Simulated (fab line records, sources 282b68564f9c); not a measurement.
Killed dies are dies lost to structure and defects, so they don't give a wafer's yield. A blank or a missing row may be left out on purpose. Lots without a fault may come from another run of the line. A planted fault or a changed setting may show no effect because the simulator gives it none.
fab line records | flow rit_cmos
record lots=6 wafers=18 last_day=7
route steps=202 shown SDANNEAL@155 PSD@157 NSD@158 PLDD@159 NLDD@160 SILICIDE@161 CONTACT@168 M1@184
lots that met no fault: from a run of the same line without faults
start_h: hours from the record's first day to the start of the lot's first wafer shown | wait_h: hours since the lot's step before | " the same as in the row above | L1.1+2: a row that stands for several wafers | - no value, or no start given | * or withheld: withheld | < > ~ a bound
route shown NAME@n: a module of which the file shows steps, and the number in the route of the first | usual: mean/standard deviation of fault-free wafers | same: alike in all rows | chamber/n: place in a boat | sites: the reading at each site | _std_site: their standard deviation | _edge_site: outer sites' mean less inner sites' | radius_mm: how far each site lies from the wafer's centre | mask NAME#n: copy n | behind: the tool/chamber that last shaped the wafer | hold: why the lot was held/for how many hours/how that ended | device: the transistor (n, p or np) that didn't switch | end of line: the same wafers' tests at the end of the route | a step without rows: its recipe alone | killed: dies lost to structure and defects at the first sort, not the wafer's yield | map: a wafer's dies, x killed, . not, _ none there
set.NAME: the setting as run; set.NAME@STEP: as run at that earlier step | model.NAME: the simulator's own value behind a step, which no gauge read
lots at some steps of the route; a table a step, a row a wafer
services: from which hour (start_h, from the record's first day; less than 0 if before it) a tool's chamber was out of use, for how many hours, and why
## steps
# step RIT_SDANNEAL_CLEAN_02
# recipe chemistry=SC2 mix=3:3:50 time_s=600 temp_c=75 dry=n2_spin
# step RIT_SDANNEAL_RTA_03
# recipe temp_c=1050 time_s=5 idle_temp_c=600 ramp_up_c_per_s=342 ramp_down_c_per_s=171 cool_to_c=600 ambient=N2
# usual wafer_temp_C_max=1053.6/1.1
# columns lot.wafer tool chamber start_h wait_h wafer_temp_C_max
L717.1 rtp_anneal-02 0 55.10 0.0 1054.0
L717.2 " 0 " " 1054.5
L717.3 " 0 " " 1052.7
L723.1 rtp_anneal-01 0 82.72 0.0 1053.1
L723.4 " 0 " " 1052.7
L723.5 " 0 " " 1053.6
L733.1 rtp_anneal-02 0 130.36 0.0 1054.3
L733.3 " 0 " " 1053.2
L733.4 " 0 " " 1054.6
L735.1 rtp_anneal-02 0 141.52 0.0 1054.0
L735.4 " 0 " " 1052.4
L735.5 " 0 " " 1053.4
L738.1 rtp_anneal-01 0 156.11 0.0 1053.6
L738.3 " 0 " " 1055.9
L738.6 " 0 " " 1052.6
L740.2 rtp_anneal-01 0 166.28 0.0 1053.9
L740.3 " 0 " " 1052.0
L740.5 " 0 " " 1053.9
# step RIT_SDANNEAL_RS_MEAS_04
# recipe thk_meas_gauge=four-point-probe
# usual PSD_RS=116.0/0.39
# columns lot.wafer tool chamber start_h wait_h PSD_RS[ohm/sq]
L717.1 film_metro-04 - 55.16 0.0 115.5
L717.2 " - " " 115.6
L717.3 " - " " 115.9
L723.1 film_metro-02 - 82.78 0.0 116.6
L723.4 " - " " 116.4
L723.5 " - " " 116.7
L733.1 film_metro-04 - 130.42 0.0 115.5
L733.3 " - " " 116.1
L733.4 " - " " 115.9
L735.1 film_metro-01 - 141.58 0.0 116.1
L735.4 " - " " 116.7
L735.5 " - " " 116.6
L738.1 film_metro-02 - 156.23 0.1 116.2
L738.3 " - " " 115.9
L738.6 " - " " 115.8
L740.2 film_metro-02 - 166.40 0.1 115.9
L740.3 " - " " 116.1
L740.5 " - " " 116.3
# step RIT_SDANNEAL_RS_MEAS_05
# recipe thk_meas_gauge=four-point-probe
# usual NSD_RS=84.52/0.28
# columns lot.wafer tool chamber start_h wait_h NSD_RS[ohm/sq]
L717.1 film_metro-04 - 55.28 0.1 84.80
L717.2 " - " " 84.67
L717.3 " - " " 85.15
L723.1 film_metro-02 - 82.90 0.1 84.75
L723.4 " - " " 84.73
L723.5 " - " " 84.63
L733.1 film_metro-04 - 130.54 0.1 84.15
L733.3 " - " " 83.97
L733.4 " - " " 83.75
L735.1 film_metro-01 - 141.70 0.1 84.46
L735.4 " - " " 84.51
L735.5 " - " " 84.46
L738.1 film_metro-02 - 156.35 0.1 84.81
L738.3 " - " " 84.70
L738.6 " - " " 84.70
L740.2 film_metro-02 - 166.52 0.1 84.49
L740.3 " - " " 84.70
L740.5 " - " " 84.69
# step RIT_SDANNEAL_RS_MEAS_06
# recipe thk_meas_gauge=four-point-probe
# usual PLDD_RS=178.8/0.53
# columns lot.wafer tool chamber start_h wait_h PLDD_RS[ohm/sq]
L717.1 film_metro-04 - 55.40 0.1 178.6
L717.2 " - " " 178.1
L717.3 " - " " 178.4
L723.1 film_metro-02 - 83.02 0.1 179.3
L723.4 " - " " 179.1
L723.5 " - " " 179.5
L733.1 film_metro-04 - 130.66 0.1 177.8
L733.3 " - " " 178.3
L733.4 " - " " 177.8
L735.1 film_metro-01 - 141.82 0.1 179.4
L735.4 " - " " 179.1
L735.5 " - " " 179.2
L738.1 film_metro-02 - 156.47 0.1 178.7
L738.3 " - " " 179.2
L738.6 " - " " 178.8
L740.2 film_metro-02 - 166.64 0.1 179.1
L740.3 " - " " 179.4
L740.5 " - " " 178.8
# step RIT_SDANNEAL_RS_MEAS_07
# recipe thk_meas_gauge=four-point-probe
# usual NLDD_RS=151.7/0.54
# columns lot.wafer tool chamber start_h wait_h NLDD_RS[ohm/sq]
L717.1 film_metro-04 - 55.52 0.1 151.4
L717.2 " - " " 151.1
L717.3 " - " " 151.4
L723.1 film_metro-02 - 83.14 0.1 151.9
L723.4 " - " " 152.4
L723.5 " - " " 151.5
L733.1 film_metro-04 - 130.78 0.1 151.5
L733.3 " - " " 151.7
L733.4 " - " " 152.1
L735.1 film_metro-01 - 141.94 0.1 151.8
L735.4 " - " " 151.6
L735.5 " - " " 151.9
L738.1 film_metro-02 - 156.59 0.1 153.0
L738.3 " - " " 152.5
L738.6 " - " " 152.8
L740.2 film_metro-02 - 166.76 0.1 152.4
L740.3 " - " " 151.7
L740.5 " - " " 152.3
# step RIT_SILICIDE_WET_ETCH_00
# recipe chemistry=BOE target=SiO2 target_depth_nm=14 time_s=15 dry=n2_spin dilution=10:1 temp_c=21.5
# step RIT_SILICIDE_SPUTTER_01
# recipe material=Ti target_thk_nm=30 power_w=350 chamber_pressure_pa=0.667 gas=Ar time_s=240 substrate_temp_c=25
# usual throttle_valve_pct=29.3/1.3
# columns lot.wafer tool chamber start_h wait_h throttle_valve_pct
L717.1 pvd_sputter-02 - 55.65 0.0 29.8
L717.2 " - " " 31.6
L717.3 " - " " 31.2
L723.1 pvd_sputter-01 - 83.27 0.0 27.1
L723.4 " - " " 27.8
L723.5 " - " " 29.3
L733.1 pvd_sputter-01 - 130.92 0.0 29.3
L733.3 " - " " 28.2
L733.4 " - " " 28.0
L735.1 pvd_sputter-01 - 142.08 0.0 26.9
L735.4 " - " " 29.5
L735.5 " - " " 29.4
L738.1 pvd_sputter-04 - 156.72 0.0 30.3
L738.3 " - " " 29.6
L738.6 " - " " 29.3
L740.2 pvd_sputter-02 - 166.87 0.0 31.6
L740.3 " - " " 31.1
L740.5 " - " " 31.4
# step RIT_SILICIDE_RS_MEAS_02
# recipe thk_meas_gauge=four-point-probe reads=Ti_of_SILICIDE_SPUTTER_01
# usual SILICIDE_TI_RS=47.7/0.82
# columns lot.wafer tool chamber start_h wait_h SILICIDE_TI_RS[ohm/sq]
L717.1 film_metro-01 - 55.80 0.1 46.8
L717.2 " - " " 47.0
L717.3 " - " " 46.5
L723.1 film_metro-03 - 83.42 0.1 49.0
L723.4 " - " " 48.5
L723.5 " - " " 49.9
L733.1 film_metro-03 - 131.07 0.1 48.2
L733.3 " - " " 47.7
L733.4 " - " " 47.0
L735.1 film_metro-03 - 142.23 0.1 47.6
L735.4 " - " " 48.3
L735.5 " - " " 47.7
L738.1 film_metro-03 - 156.87 0.1 47.5
L738.3 " - " " 48.3
L738.6 " - " " 47.8
L740.2 film_metro-01 - 167.04 0.1 47.5
L740.3 " - " " 47.0
L740.5 " - " " 47.3
# step RIT_SILICIDE_THK_MEAS_03
# recipe thk_meas_gauge=xrf reads=Ti_of_SILICIDE_SPUTTER_01
# usual SILICIDE_TI_THK=30.3/0.42
# columns lot.wafer tool chamber start_h wait_h SILICIDE_TI_THK[nm]
L717.1 film_metro-01 - 55.92 0.1 30.8
L717.2 " - " " 30.7
L717.3 " - " " 31.0
L723.1 film_metro-03 - 83.54 0.1 29.5
L723.4 " - " " 29.8
L723.5 " - " " 29.1
L733.1 film_metro-03 - 131.19 0.1 29.9
L733.3 " - " " 30.1
L733.4 " - " " 30.4
L735.1 film_metro-03 - 142.35 0.1 30.2
L735.4 " - " " 29.9
L735.5 " - " " 30.2
L738.1 film_metro-03 - 156.99 0.1 30.3
L738.3 " - " " 29.7
L738.6 " - " " 29.9
L740.2 film_metro-01 - 167.15 0.1 30.6
L740.3 " - " " 30.7
L740.5 " - " " 30.7
# step RIT_SILICIDE_RTA_04
# recipe temp_c=650 time_s=10 idle_temp_c=25 ramp_up_s=5 ramp_down_s=5 cool_to_c=25 ambient=N2
# usual wafer_temp_C_max=653.6/1.2
# columns lot.wafer tool chamber start_h wait_h wafer_temp_C_max
L717.1 rtp_anneal-01 0 55.98 0.1 652.5
L717.2 " 0 " " 651.4
L717.3 " 0 " " 652.2
L723.1 rtp_anneal-02 0 83.60 0.1 654.7
L723.4 " 0 " " 653.7
L723.5 " 0 " " 655.8
L733.1 rtp_anneal-01 0 131.25 0.1 651.8
L733.3 " 0 " " 652.2
L733.4 " 0 " " 652.5
L735.1 rtp_anneal-01 0 142.41 0.1 652.5
L735.4 " 0 " " 652.7
L735.5 " 0 " " 652.9
L738.1 rtp_anneal-02 0 157.05 0.1 654.1
L738.3 " 0 " " 655.5
L738.6 " 0 " " 654.1
L740.2 rtp_anneal-02 0 167.22 0.1 655.4
L740.3 " 0 " " 653.8
L740.5 " 0 " " 655.9
# step RIT_SILICIDE_WET_ETCH_05
# recipe chemistry=SPM target=Ti temp_c=90 time_s=120 dry=n2_spin
# step RIT_SILICIDE_RTA_06
# recipe temp_c=750 time_s=10 idle_temp_c=25 ramp_up_s=5 ramp_down_s=10 cool_to_c=25 ambient=N2
# usual wafer_temp_C_max=754.1/1.6
# columns lot.wafer tool chamber start_h wait_h wafer_temp_C_max
L717.1 rtp_anneal-02 0 56.09 0.0 756.0
L717.2 " 0 " " 753.9
L717.3 " 0 " " 756.6
L723.1 rtp_anneal-01 0 83.71 0.0 752.4
L723.4 " 0 " " 753.2
L723.5 " 0 " " 753.2
L733.1 rtp_anneal-02 0 131.36 0.0 754.7
L733.3 " 0 " " 755.3
L733.4 " 0 " " 754.8
L735.1 rtp_anneal-02 0 142.52 0.0 754.5
L735.4 " 0 " " 753.4
L735.5 " 0 " " 755.3
L738.1 rtp_anneal-01 0 157.16 0.0 752.5
L738.3 " 0 " " 752.6
L738.6 " 0 " " 752.2
L740.2 rtp_anneal-01 0 167.34 0.0 752.0
L740.3 " 0 " " 752.4
L740.5 " 0 " " 752.2
# step RIT_CONTACT_CVD_00
# recipe material=SiO2 target_thk_nm=400 precursor=TEOS temp_c=390 time_s=61 rf_w=400
# step RIT_CONTACT_THK_MEAS_01
# recipe reads=SiO2_of_CONTACT_CVD_00
# usual CONTACT_TEOS_THK=401/6.3
# columns lot.wafer tool chamber start_h wait_h CONTACT_TEOS_THK[nm]
L717.1 film_metro-04 - 56.21 0.0 393
L717.2 " - " " 392
L717.3 " - " " 403
L723.1 film_metro-01 - 83.83 0.0 399
L723.4 " - " " 413
L723.5 " - " " 402
L733.1 film_metro-04 - 131.48 0.0 397
L733.3 " - " " 391
L733.4 " - " " 403
L735.1 film_metro-01 - 142.64 0.0 395
L735.4 " - " " 403
L735.5 " - " " 403
L738.1 film_metro-03 - 157.35 0.0 405
L738.3 " - " " 399
L738.6 " - " " 409
L740.2 film_metro-04 - 167.51 0.0 396
L740.3 " - " " 394
L740.5 " - " " 397
# step RIT_CONTACT_HMDS_02
# recipe prime_time_s=60 prime_temp_c=140
# step RIT_CONTACT_COAT_03
# recipe resist=NOVOLAK spin_rpm=3250 resist_thk_nm=1000
# step RIT_CONTACT_SOFTBAKE_04
# recipe resist=NOVOLAK temp_c=90 time_s=60
# step RIT_CONTACT_EXPOSE_05
# recipe mask_id=M11 na=0.6 source_shape=conventional sigma_outer=0.5 target_cd_nm=1000 dose_mj=250
# step RIT_CONTACT_PEB_06
# recipe resist=NOVOLAK temp_c=withheld time_s=withheld
# step RIT_CONTACT_DEVELOP_07
# recipe resist=NOVOLAK develop_time_s=120 dev_temp_c=23
# step RIT_CONTACT_CD_MEAS_08
# recipe target_cd_nm=1000
# usual cd_nm=999.5/2
# columns lot.wafer tool chamber start_h wait_h cd_nm
L717.1 cd_sem-01 - 57.36 - 1001.2
L717.2 " - " " 999.7
L717.3 " - " " 1000.4
L723.1 cd_sem-02 - 84.86 - 998.8
L723.4 " - " " 1001.2
L723.5 " - " " 998.4
L733.1 cd_sem-02 - 132.63 - 997.7
L733.3 " - " " 995.6
L733.4 " - " " 997.9
L735.1 cd_sem-02 - 143.79 - 1000.5
L735.4 " - " " 1000.9
L735.5 " - " " 1002.3
L738.1 cd_sem-01 - 158.50 - 1001.2
L738.3 " - " " 1000.9
L738.6 " - " " 1001.0
L740.2 cd_sem-01 - 168.67 - 999.2
L740.3 " - " " 1000.1
L740.5 " - " " 999.6
# step RIT_CONTACT_OVL_MEAS_09
# usual CONTACT_OVL=0.0/1.3
# columns lot.wafer tool chamber start_h wait_h CONTACT_OVL[nm]
L717.1 overlay-01 - 57.48 0.1 -0.2
L717.2 " - " " 0.4
L717.3 " - " " 1.5
L723.1 overlay-01 - 84.98 0.1 1.4
L723.4 " - " " 0.1
L723.5 " - " " 0.2
L733.1 overlay-01 - 132.75 0.1 -1.5
L733.3 " - " " -0.7
L733.4 " - " " 0.3
L735.1 overlay-02 - 143.91 0.1 -0.4
L735.4 " - " " -1.7
L735.5 " - " " -0.2
L738.1 overlay-01 - 158.62 0.1 -1.4
L738.3 " - " " -1.2
L738.6 " - " " -0.2
L740.2 overlay-02 - 168.77 0.1 0.1
L740.3 " - " " 0.3
L740.5 " - " " 0.0
# step RIT_CONTACT_HARDBAKE_10
# recipe resist=NOVOLAK temp_c=140 time_s=60
# step RIT_CONTACT_ETCH_11
# recipe target_depth_a=4800 over_etch_frac=0.2 stop_on=TiSi2 chemistry=CHF3/CF4/Ar target=SiO2 CHF3_flow_sccm=50 cf4_flow_sccm=10 Ar_flow_sccm=100 O2_flow_sccm=5 pressure_mtorr=100 rf_w=200 time_s=320
# step RIT_CONTACT_STRIP_12
# recipe chemistry=O2 time_s=180 resist=NOVOLAK platen_temp_c=withheld power_w=500 pressure_mtorr=4000 o2_flow_sccm=4000
# step RIT_CONTACT_CD_MEAS_90
# recipe target_cd_nm=1000
# usual cd_nm=999.6/2.1
# columns lot.wafer tool chamber start_h wait_h cd_nm
L717.1 cd_sem-01 - 58.03 0.1 1001.6
L717.2 " - " " 999.0
L717.3 " - " " 1000.8
L723.1 cd_sem-02 - 85.53 0.1 999.6
L723.4 " - " " 1001.3
L723.5 " - " " 998.7
L733.1 cd_sem-02 - 133.31 0.1 998.6
L733.3 " - " " 995.4
L733.4 " - " " 998.1
L735.1 cd_sem-02 - 144.46 0.1 1000.9
L735.4 " - " " 1001.8
L735.5 " - " " 1002.2
L738.1 cd_sem-02 - 159.17 0.1 1001.6
L738.3 " - " " 1000.8
L738.6 " - " " 1001.7
L740.2 cd_sem-02 - 169.34 0.1 999.4
L740.3 " - " " 1000.8
L740.5 " - " " 1000.4
# step RIT_CONTACT_CLEAN_13
# recipe chemistry=SC1 mix=3:3:50 time_s=600 temp_c=75
# step RIT_CONTACT_CLEAN_14
# recipe chemistry=SC2 mix=3:3:50 time_s=600 temp_c=75 dry=n2_spin
# step RIT_M1_SPUTTER_00
# recipe material=Al target_thk_nm=400 power_w=2000 chamber_pressure_pa=0.4 gas=Ar time_s=500 substrate_temp_c=25
# usual throttle_valve_pct=30.0/0.75
# columns lot.wafer tool chamber start_h wait_h throttle_valve_pct
L717.1 pvd_sputter-03 - 58.50 0.0 29.7
L717.2 " - " " 29.5
L717.3 " - " " 29.5
L723.1 pvd_sputter-04 - 86.18 0.0 30.1
L723.4 " - " " 30.3
L723.5 " - " " 30.5
L733.1 pvd_sputter-02 - 133.97 0.0 29.8
L733.3 " - " " 30.8
L733.4 " - " " 31.5
L735.1 pvd_sputter-02 - 144.95 0.0 29.5
L735.4 " - " " 29.7
L735.5 " - " " 29.9
L738.1 pvd_sputter-03 - 159.67 0.0 29.4
L738.3 " - " " 29.5
L738.6 " - " " 29.4
L740.2 pvd_sputter-03 - 169.97 0.0 29.5
L740.3 " - " " 29.5
L740.5 " - " " 29.7
# step RIT_M1_RS_MEAS_01
# recipe thk_meas_gauge=four-point-probe reads=Al_of_M1_SPUTTER_00
# usual M1_AL_RS=0.0730/0.00067
# columns lot.wafer tool chamber start_h wait_h M1_AL_RS[ohm/sq]
L717.1 film_metro-02 - 58.80 0.1 0.0723
L717.2 " - " " 0.0728
L717.3 " - " " 0.0730
L723.1 film_metro-01 - 86.47 0.1 0.0730
L723.4 " - " " 0.0730
L723.5 " - " " 0.0726
L733.1 film_metro-02 - 134.28 0.2 0.0719
L733.3 " - " " 0.0727
L733.4 " - " " 0.0720
L735.1 film_metro-02 - 145.24 0.1 0.0734
L735.4 " - " " 0.0729
L735.5 " - " " 0.0728
L738.1 film_metro-01 - 159.97 0.1 0.0729
L738.3 " - " " 0.0730
L738.6 " - " " 0.0730
L740.2 film_metro-01 - 170.28 0.2 0.0737
L740.3 " - " " 0.0742
L740.5 " - " " 0.0740
# step RIT_M1_THK_MEAS_02
# recipe thk_meas_gauge=xrf reads=Al_of_M1_SPUTTER_00
# usual M1_AL_THK=405/3.8
# columns lot.wafer tool chamber start_h wait_h M1_AL_THK[nm]
L717.1 film_metro-02 - 58.92 0.1 410
L717.2 " - " " 411
L717.3 " - " " 406
L723.1 film_metro-01 - 86.59 0.1 407
L723.4 " - " " 407
L723.5 " - " " 408
L733.1 film_metro-02 - 134.40 0.1 410
L733.3 " - " " 406
L733.4 " - " " 409
L735.1 film_metro-02 - 145.36 0.1 403
L735.4 " - " " 406
L735.5 " - " " 405
L738.1 film_metro-01 - 160.09 0.1 408
L738.3 " - " " 407
L738.6 " - " " 409
L740.2 film_metro-01 - 170.39 0.1 402
L740.3 " - " " 400
L740.5 " - " " 400
# step RIT_M1_HMDS_03
# recipe prime_time_s=60 prime_temp_c=140
# step RIT_M1_COAT_04
# recipe resist=NOVOLAK spin_rpm=2000 resist_thk_nm=1300
# step RIT_M1_SOFTBAKE_05
# recipe resist=NOVOLAK temp_c=90 time_s=60
# step RIT_M1_EXPOSE_06
# recipe mask_id=M12 na=0.6 source_shape=conventional sigma_outer=0.5 target_cd_nm=2600 dose_mj=250
# step RIT_M1_PEB_07
# recipe resist=NOVOLAK temp_c=withheld time_s=withheld
# step RIT_M1_DEVELOP_08
# recipe resist=NOVOLAK develop_time_s=68 dev_temp_c=23
# step RIT_M1_CD_MEAS_09
# recipe target_cd_nm=2600
# usual cd_nm=2600.8/2
# columns lot.wafer tool chamber start_h wait_h cd_nm
L717.1 cd_sem-02 - 60.07 - 2598.8
L717.2 " - " " 2598.4
L717.3 " - " " 2602.1
L723.1 cd_sem-01 - 87.65 - 2599.5
L723.4 " - " " 2600.1
L723.5 " - " " 2600.9
L733.1 cd_sem-01 - 135.47 - 2599.0
L733.3 " - " " 2599.7
L733.4 " - " " 2600.3
L735.1 cd_sem-01 - 146.51 - 2601.4
L735.4 " - " " 2601.3
L735.5 " - " " 2605.0
L738.1 cd_sem-01 - 161.03 - 2602.4
L738.3 " - " " 2601.5
L738.6 " - " " 2600.1
L740.2 cd_sem-01 - 171.34 - 2601.1
L740.3 " - " " 2600.9
L740.5 " - " " 2600.8
# step RIT_M1_OVL_MEAS_10
# usual M1_OVL=-0.2/1.1
# columns lot.wafer tool chamber start_h wait_h M1_OVL[nm]
L717.1 overlay-02 - 60.19 0.1 0.1
L717.2 " - " " 0.5
L717.3 " - " " 0.6
L723.1 overlay-02 - 87.78 0.1 -1.0
L723.4 " - " " 0.3
L723.5 " - " " -0.4
L733.1 overlay-01 - 135.59 0.1 -0.6
L733.3 " - " " 0.3
L733.4 " - " " 0.4
L735.1 overlay-01 - 146.63 0.1 -0.3
L735.4 " - " " 0.6
L735.5 " - " " 0.4
L738.1 overlay-01 - 161.15 0.1 0.3
L738.3 " - " " 0.0
L738.6 " - " " -1.7
L740.2 overlay-01 - 171.45 0.1 1.4
L740.3 " - " " -0.6
L740.5 " - " " 1.2
# step RIT_M1_HARDBAKE_11
# recipe resist=NOVOLAK temp_c=140 time_s=120
# step RIT_M1_METAL_ETCH_12
# recipe stop_on=SiO2 chemistry=Cl2/BCl3 target=Al time_s=165 over_etch_frac=0.5 pressure_mtorr=100 target_depth_a=6000 rf_w=250 Cl2_flow_sccm=60 bcl3_flow_sccm=50
# usual drypump_motor_current_A=5.83/0.28 oes_product_au=0.782/0.01 throttle_valve_pct=8.14/0.13
# columns lot.wafer tool chamber start_h wait_h drypump_motor_current_A oes_product_au rf_hours_counter_h throttle_valve_pct
L717.1 rie_metal-04 1 60.48 0.2 5.94 0.793 1 8.33
L717.2 " 0 " " 5.80 0.771 1 7.94
L717.3 " 0 " " 5.78 0.765 - 7.94
L723.1 rie_metal-03 0 88.06 0.2 5.67 0.795 37 8.23
L723.4 " 1 " " 5.59 0.781 - 8.02
L723.5 " 0 " " 5.67 0.794 - 8.23
L733.1 rie_metal-02 1 135.87 0.2 5.59 0.772 3 8.12
L733.3 " 0 " " 6.39 0.789 - 8.20
L733.4 " 1 " " 5.57 0.781 - 8.13
L735.1 rie_metal-02 1 146.92 0.2 5.57 0.775 3 8.12
L735.4 " 0 " " 6.33 0.784 - 8.19
L735.5 " 1 " " 5.52 0.770 - 8.15
L738.1 rie_metal-02 0 161.44 0.2 6.35 0.769 3 8.19
L738.3 " 1 " " 5.54 0.778 - 8.11
L738.6 " 0 " " 6.39 0.775 - 8.19
L740.2 rie_metal-03 1 171.73 0.2 5.64 0.785 0 8.03
L740.3 " 0 " " 5.68 0.793 - 8.22
L740.5 " 1 " " 5.60 0.780 - 8.02
# step RIT_M1_PROBE_99
# usual killed_at_contacts=0.1/0.25 killed_at_front_end=8/3.3 killed_dies=8/3.3 killed_open=3.9/2.1 killed_short=3.8/2.2
# same gross_dies=264 killed_at_M0_to_M3=0 killed_at_M4_up=0 killed_at_back_side=0 killed_at_other=0
# columns lot.wafer tool chamber start_h wait_h killed_at_contacts killed_at_front_end killed_dies killed_open killed_short model.etest.npoly_sal.rs_ohm_sq model.etest.pplus_sal.rs_ohm_sq model.etest.ppoly_sal.rs_ohm_sq model.etest.nplus_sal.rs_ohm_sq model.etest.pplus_sal.line_ohm_um model.etest.nplus_sal.line_ohm_um model.etest.contact_npoly.rc_ohm model.etest.contact_nplus.rc_ohm
L717.1 prober-01 - 63.52 0.1 0 12 12 4 8 4.278 4.265 4.245 4.202 1.251 1.223 1.402 1.373
L717.2 prober-01 - 63.57 0.1 0 7 7 3 4 4.279 4.24 4.246 4.218 1.238 1.243 1.38 1.361
L717.3 prober-01 - 63.62 0.2 0 7 7 5 2 4.259 4.276 4.239 4.228 1.219 1.226 1.364 1.35
L723.1 prober-01 - 91.92 0.1 0 13 13 6 7 4.407 4.367 4.398 4.335 1.267 1.269 1.423 1.386
L723.4 prober-01 - 92.07 0.2 0 2 2 1 1 4.435 4.409 4.394 4.336 1.264 1.275 1.434 1.4
L723.5 prober-01 - 92.12 0.2 0 7 7 6 1 4.495 4.43 4.445 4.431 1.289 1.294 1.44 1.385
L733.1 prober-02 - 138.47 0.1 0 16 16 5 11 8.258 8.107 8.05 8.065 2.34 2.32 2.407 2.404
L733.3 prober-02 - 138.57 0.2 0 6 6 5 1 8.322 8.206 8.094 8.1 2.347 2.376 2.364 2.496
L733.4 prober-02 - 138.62 0.2 0 5 5 2 3 8.169 8.062 7.95 7.892 2.308 2.307 2.423 2.385
L735.1 prober-02 - 149.34 0.1 0 16 16 7 9 8.223 8.127 8.115 7.994 2.352 2.362 2.328 2.389
L735.4 prober-02 - 149.49 0.2 0 12 12 6 6 8.169 8.051 8.085 7.988 2.332 2.322 2.421 2.312
L735.5 prober-02 - 149.54 0.2 1 7 8 3 5 8.153 8.111 8.056 8.052 2.373 2.297 2.398 2.347
L738.1 prober-01 - 163.69 0.1 0 10 10 4 6 4.302 4.269 4.301 4.305 1.245 1.236 1.369 1.41
L738.3 prober-01 - 163.79 0.2 0 11 11 5 6 4.401 4.357 4.346 4.335 1.247 1.259 1.423 1.41
L738.6 prober-01 - 163.94 0.2 0 7 7 4 3 4.375 4.349 4.378 4.326 1.234 1.235 1.378 1.366
L740.2 prober-01 - 175.29 0.1 0 6 6 2 4 4.314 4.284 4.292 4.24 1.259 1.254 1.371 1.377
L740.3 prober-01 - 175.34 0.2 1 5 6 5 1 4.313 4.249 4.223 4.234 1.244 1.24 1.372 1.414
L740.5 prober-01 - 175.44 0.2 0 9 9 6 3 4.337 4.269 4.328 4.28 1.26 1.229 1.338 1.322
# killed by level:class
L717.1 GATE:geometric_particle:short=5 FOX1:geometric_particle:open=2 SPACER:geometric_particle:short=2 FOX2:geometric_particle:open=1 GATE:geometric_particle:open=1 REOX:geometric_particle:short=1
L717.2 SPACER:geometric_particle:open=2 FOX2:geometric_particle:short=1 GATE:geometric_particle:short=1 GATE:geometric_particle:open=1 SPACER:geometric_particle:short=1 SILICIDE:geometric_particle:short=1
L717.3 FOX1:geometric_particle:open=2 FOX2:geometric_particle:open=2 GATE:geometric_particle:short=1 REOX:geometric_particle:short=1 REOX:geometric_particle:open=1
L723.1 GATE:geometric_particle:open=5 GATE:geometric_particle:short=4 FOX1:geometric_particle:short=2 REOX:geometric_particle:open=1 SPACER:geometric_particle:short=1
L723.4 GATE:geometric_particle:open=1 SILICIDE:geometric_particle:short=1
L723.5 GATE:geometric_particle:open=2 FOX1:geometric_particle:open=1 REOX:geometric_particle:open=1 REOX:geometric_particle:short=1 SPACER:geometric_particle:open=1 SILICIDE:geometric_particle:open=1
L733.1 GATE:geometric_particle:short=4 FOX1:geometric_particle:open=3 SILICIDE:geometric_particle:short=3 GATE:geometric_particle:open=2 FOX1:geometric_particle:short=2 SPACER:geometric_particle:short=2
L733.3 SPACER:geometric_particle:open=3 FOX2:geometric_particle:open=1 REOX:geometric_particle:open=1 SPACER:geometric_particle:short=1
L733.4 GATE:geometric_particle:open=2 GATE:geometric_particle:short=2 SPACER:geometric_particle:short=1
L735.1 SILICIDE:geometric_particle:short=3 FOX1:geometric_particle:open=2 FOX1:geometric_particle:short=2 GATE:geometric_particle:open=2 GATE:geometric_particle:short=2 SPACER:geometric_particle:short=2 REOX:geometric_particle:open=1 SPACER:geometric_particle:open=1
L735.4 GATE:geometric_particle:open=3 GATE:geometric_particle:short=2 SILICIDE:geometric_particle:open=2 SILICIDE:geometric_particle:short=2 REOX:geometric_particle:open=1 REOX:geometric_particle:short=1 SPACER:geometric_particle:short=1
L735.5 SILICIDE:geometric_particle:short=3 SILICIDE:geometric_particle:open=2 GATE:geometric_particle:open=1 SPACER:geometric_particle:short=1 CONTACT:geometric_particle:short=1
L738.1 GATE:geometric_particle:short=2 REOX:geometric_particle:short=2 SILICIDE:geometric_particle:open=2 FOX2:geometric_particle:open=1 FOX2:geometric_particle:short=1 GATE:geometric_particle:open=1 SPACER:geometric_particle:short=1
L738.3 FOX2:geometric_particle:short=2 GATE:geometric_particle:open=2 REOX:geometric_particle:open=2 FOX1:geometric_particle:short=1 GATE:geometric_particle:short=1 SPACER:geometric_particle:short=1 SILICIDE:geometric_particle:open=1 SILICIDE:geometric_particle:short=1
L738.6 GATE:geometric_particle:open=2 FOX1:geometric_particle:open=1 GATE:geometric_particle:short=1 REOX:geometric_particle:open=1 SPACER:geometric_particle:short=1 SILICIDE:geometric_particle:short=1
L740.2 FOX1:geometric_particle:open=2 GATE:geometric_particle:short=2 REOX:geometric_particle:short=1 SILICIDE:geometric_particle:short=1
L740.3 GATE:geometric_particle:open=2 ACTIVE:geometric_particle:short=1 FOX1:geometric_particle:open=1 REOX:geometric_particle:open=1 CONTACT:geometric_particle:open=1
L740.5 SILICIDE:geometric_particle:open=4 GATE:geometric_particle:short=2 FOX2:geometric_particle:short=1 GATE:geometric_particle:open=1 REOX:geometric_particle:open=1
## services
# columns tool chamber start_h hours kind
pvd_sputter-01 - 83.83 0.6 repair
rie_metal-03 - 89.51 1.4 pm
rie_metal-02 0 91.56 1.2 repair
pvd_sputter-03 - 102.09 3.1 repair
rie_metal-03 - 127.16 1.6 repair
pvd_sputter-01 - 132.38 3.9 repair
rie_metal-03 - 136.12 20.0 pm
rie_metal-03 0 136.12 20.0 vent_cycle
rie_metal-03 1 136.12 20.0 vent_cycle
rie_metal-03 0 156.12 - clean
rie_metal-03 1 156.12 - clean
pvd_sputter-03 - 164.24 3.5 repair
## key
first_sign none at tools or gauges
model_effect step=RIT_M1_PROBE_99 value=etest.npoly_sal.rs_ohm_sq without=4.369 struck=8.216
met_at RIT_SILICIDE_RTA_06
struck_wafers L733.1,L733.3,L733.4,L735.1,L735.4,L735.5
tester_left_out L733,L735
onset_between 56.09 131.36
also_fits RIT_SDANNEAL_RTA_03:rtp_anneal-02,RIT_SILICIDE_SPUTTER_01:pvd_sputter-01,RIT_SILICIDE_RTA_04:rtp_anneal-01,RIT_M1_SPUTTER_00:pvd_sputter-02
fault kind=process_parameter_drift tool=rtp_anneal-02 chamber=- onset_h=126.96 steps=RIT_SILICIDE_RTA_06 channel=time_s offset=* shape=step end_h=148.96 acts_in=* stated=*
# tester_left_out: of these lots the tester's yield and bins aren't shown, on N5 and GAA mostly nor the transistor test; their killed dies are dies lost to structure and defects alone, not to doping, threshold or leakage, so they don't give the yield
